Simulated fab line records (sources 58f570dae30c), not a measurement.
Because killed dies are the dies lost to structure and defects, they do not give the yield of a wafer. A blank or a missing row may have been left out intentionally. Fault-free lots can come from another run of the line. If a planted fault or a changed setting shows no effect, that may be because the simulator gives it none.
What tool caused it? -- flow berkeley_cmos170 -- 13 lots, 39 wafers sampled, at 6 steps of a route of 331

== WHAT EACH GAUGE READ, for each wafer ==
UCB170_START_THK_MEAS_03. Usual: START_OXIDE_THK 20.2 nm, standard deviation 0.37.
lot,measured,on,START_OXIDE_THK (nm),flag
L919,day 1 15:32,film_metro-02,20.1 20.1 20.3,
L920,day 1 21:22,film_metro-04,20.2 20.2 20.2,
L924,day 2 16:13,film_metro-02,20.4 20.6 20.8,
L925,day 2 20:35,film_metro-03,20.4 20.4 20.1,
L928,day 3 12:58,film_metro-04,20.0 19.9 20.0,
L929,day 3 17:42,film_metro-02,20.7 20.2 20.5,
L931,day 3 23:55,film_metro-04,19.9 19.8 20.1,
L934,day 4 19:52,film_metro-02,20.4 20.8 20.4,
L935,day 4 19:52,film_metro-03,20.5 20.6 20.6,
L937,day 5 10:11,film_metro-03,19.9 20.1 19.9,
L940,day 6 01:02,film_metro-03,20.1 19.6 20.1,
L941,day 6 05:02,film_metro-03,19.5 19.4 19.4,
L942,day 6 12:12,film_metro-03,20.0 20.2 19.9,

UCB170_PWELL_THK_MEAS_03. Usual: PWELL_OXIDE_THK 26.5 nm, standard deviation 0.54.
lot,measured,on,PWELL_OXIDE_THK (nm),flag
L919,day 2 23:12,film_metro-01,26.7 26.6 27.2,
L920,day 3 09:48,film_metro-01,26.4 26.2 27.1,
L924,day 3 21:23,film_metro-03,26.7 26.3 26.4,
L925,day 4 04:06,film_metro-01,27.3 27.9 28.0,
L928,day 4 19:59,film_metro-04,26.3 26.3 26.7,
L929,day 5 00:16,film_metro-01,26.9 27.0 27.1,
L931,day 5 00:16,film_metro-04,26.5 26.4 26.1,
L934,day 6 09:06,film_metro-01,26.4 25.9 26.2,
L935,day 6 09:06,film_metro-03,27.0 27.3 26.9,
L937,day 6 15:53,film_metro-03,26.5 26.6 26.3,
L940,day 7 12:25,film_metro-01,25.4 26.3 25.7,
L941,day 7 12:25,film_metro-03,26.3 26.2 26.6,
L942,day 7 22:01,film_metro-03,26.3 26.5 27.2,

UCB170_M1_RS_MEAS_01: the measuring method here is four-point-probe. Usual: M1_AL_RS 0.0483 ohm/sq, standard deviation 0.00065.
lot,measured,on,M1_AL_RS (ohm/sq),flag
L919,day 8 00:40,film_metro-02,0.0484 0.0483 0.0485,
L920,day 8 12:17,film_metro-03,0.0475 0.0478 0.0475,
L924,day 9 08:49,film_metro-02,0.0493 0.0489 0.0493,
L925,day 9 06:12,film_metro-02,0.0484 0.0488 0.0488,
L928,day 9 20:04,film_metro-03,0.0499 0.0489 0.0495,
L929,day 9 19:58,film_metro-02,0.0486 0.0479 0.0481,
L931,day 9 20:16,film_metro-02,0.0481 0.0481 0.0474,
L934,day 11 01:15,film_metro-02,0.0480 0.0477 0.0479,
L935,day 11 13:13,film_metro-02,0.0479 0.0482 0.0486,
L937,day 11 13:31,film_metro-03,0.0493 0.0459 0.0496,
L940,day 12 05:08,film_metro-02,0.0475 0.0475 0.0477,
L941,day 12 05:24,film_metro-04,0.0480 0.0476 0.0479,
L942,day 13 07:16,film_metro-03,0.0474 0.0482 0.0484,

UCB170_M1_THK_MEAS_02: measures by xrf. Usual: M1_AL_THK 604 nm, standard deviation 8.1.
lot,measured,on,M1_AL_THK (nm),flag
L919,day 8 00:46,film_metro-02,603 605 599,
L920,day 8 12:23,film_metro-03,617 610 617,
L924,day 9 08:56,film_metro-02,594 593 590,
L925,day 9 06:18,film_metro-02,601 596 599,
L928,day 9 20:11,film_metro-03,589 598 592,
L929,day 9 20:04,film_metro-02,598 609 609,
L931,day 9 20:22,film_metro-02,604 603 613,
L934,day 11 01:22,film_metro-02,610 611 609,
L935,day 11 13:20,film_metro-02,611 607 602,
L937,day 11 13:38,film_metro-03,594 637 591,
L940,day 12 05:16,film_metro-02,614 614 606,
L941,day 12 05:31,film_metro-04,606 614 604,
L942,day 13 07:23,film_metro-03,619 606 605,

== WHICH TOOL RAN EACH LOT (tool, then ch and the chambers of the sampled wafers, then the start) ==
lot,UCB170_ACTIVE_STRIP_16,UCB170_M1_SPUTTER_00
L919,"plasma_asher-03 ch 0,1, day 4 17:11","pvd_sputter-03, day 8 00:35"
L920,"plasma_asher-01 ch 0,1, day 5 03:13","pvd_sputter-04, day 8 12:11"
L924,"plasma_asher-01 ch 0, day 5 16:44","pvd_sputter-02, day 9 08:46"
L925,"plasma_asher-01 ch 0,1, day 6 00:17","pvd_sputter-02, day 9 06:06"
L928,"plasma_asher-03 ch 0,1, day 6 13:46","pvd_sputter-02, day 9 20:00"
L929,"plasma_asher-04 ch 0,1, day 6 13:46","pvd_sputter-04, day 9 19:53"
L931,"plasma_asher-03 ch 0,1, day 6 14:00","pvd_sputter-03, day 9 20:11"
L934,"plasma_asher-03 ch 0,1, day 8 00:52","pvd_sputter-04, day 11 01:11"
L935,"plasma_asher-03 ch 0,1, day 8 09:01","pvd_sputter-03, day 11 13:10"
L937,"plasma_asher-03 ch 0, day 8 12:40","pvd_sputter-02, day 11 13:28"
L940,"plasma_asher-04 ch 0,1, day 9 05:28","pvd_sputter-04, day 12 05:05"
L941,"plasma_asher-03 ch 1, day 9 05:11","pvd_sputter-03, day 12 05:20"
L942,"plasma_asher-03 ch 0,1, day 9 20:50","pvd_sputter-03, day 13 07:13"
- UCB170_ACTIVE_STRIP_16: strips in O2.
- UCB170_M1_SPUTTER_00: material Al, target thk 600 nm, time 80 s.

== AS READ BY THE TOOLS THEMSELVES (means over the sampled wafers that have a number; for cases with no such wafer, the mark the record gives instead) ==
UCB170_ACTIVE_STRIP_16. Usual: drypump_motor_current_A 5.9 A, standard deviation 0.34; o2_flow_sccm 400.1 sccm, standard deviation 1.1; oes_product_au 0.721 a.u., standard deviation 0.0047; strip_time_to_endpoint_s 18.08 s, standard deviation 0.074.
lot,tool,drypump_motor_current_A (A),o2_flow_sccm (sccm),oes_product_au (a.u.),strip_time_to_endpoint_s (s),flag
L919,plasma_asher-03,5.9,400.6,0.723,18.09,
L920,plasma_asher-01,6.3,400.5,0.719,18.05,
L924,plasma_asher-01,6.5,401.0,0.724,18.02,
L925,plasma_asher-01,6.2,399.7,0.720,18.01,
L928,plasma_asher-03,5.8,398.9,0.726,18.11,
L929,plasma_asher-04,5.6,399.9,0.724,18.10,
L931,plasma_asher-03,5.8,401.0,0.728,18.09,
L934,plasma_asher-03,5.9,400.7,0.716,18.10,
L935,plasma_asher-03,5.8,400.3,0.716,18.06,
L937,plasma_asher-03,6.0,401.4,0.723,18.16,
L940,plasma_asher-04,5.6,398.8,0.722,18.13,
L941,plasma_asher-03,5.8,400.2,0.718,18.02,
L942,plasma_asher-03,5.8,400.7,0.721,18.07,

UCB170_M1_SPUTTER_00. Usual: cathode_dc_power_W 6000.0 W, standard deviation 0.98; throttle_valve_pct 30.4 %, standard deviation 1.3.
lot,tool,cathode_dc_power_W (W),throttle_valve_pct (%),flag
L919,pvd_sputter-03,5999.8,31.1,
L920,pvd_sputter-04,6000.4,29.6,
L924,pvd_sputter-02,6000.2,30.7,
L925,pvd_sputter-02,6000.3,30.7,
L928,pvd_sputter-02,5999.8,31.7,
L929,pvd_sputter-04,5999.9,29.8,
L931,pvd_sputter-03,6000.2,30.7,
L934,pvd_sputter-04,6000.5,29.9,
L935,pvd_sputter-03,5999.3,30.5,
L937,pvd_sputter-02,6169.0,30.5,OFF
L940,pvd_sputter-04,5999.9,30.0,
L941,pvd_sputter-03,5999.5,30.2,
L942,pvd_sputter-03,6000.5,29.5,

== THE ANSWER, worked out from the rows above alone ==
Rule: a lot is off if the mean of its wafers that have a number lies more than 3 standard deviations from the usual mean. Also off: a lot with no number at a reading for which 4 or more lots have one. Any other lot the step has rows for is counted as sound. First the gauges in route order, then the tools' own readings, where a lot's mean is used as printed above. The first step at which some lot is off is used, and at that step the reading that is off furthest; a lot without a number counts as furthest.
Off: L937, at UCB170_M1_SPUTTER_00 (cathode_dc_power_W).
A tool fits if, at that step or a process step before it, it ran every lot that is off, and no sound lot after the first of them. One fits: pvd_sputter-02 at UCB170_M1_SPUTTER_00. A fault onset in the window from L928 (day 9 20:00, its last sound lot) to L937 (day 11 13:28, its first lot off) fits.
On the lots that are off, the tool's own readings at UCB170_M1_SPUTTER_00 differ by more than 5 times the standard deviation of the sound lots' means, which bears it out; cathode_dc_power_W reads 6169.0 W there versus 6000.0 W on the sound lots.

== WHAT HAD BEEN PUT IN BY THE SIMULATOR ==
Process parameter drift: pvd_sputter-02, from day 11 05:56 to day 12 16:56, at UCB170_M1_SPUTTER_00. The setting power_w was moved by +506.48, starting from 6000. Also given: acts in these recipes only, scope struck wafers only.
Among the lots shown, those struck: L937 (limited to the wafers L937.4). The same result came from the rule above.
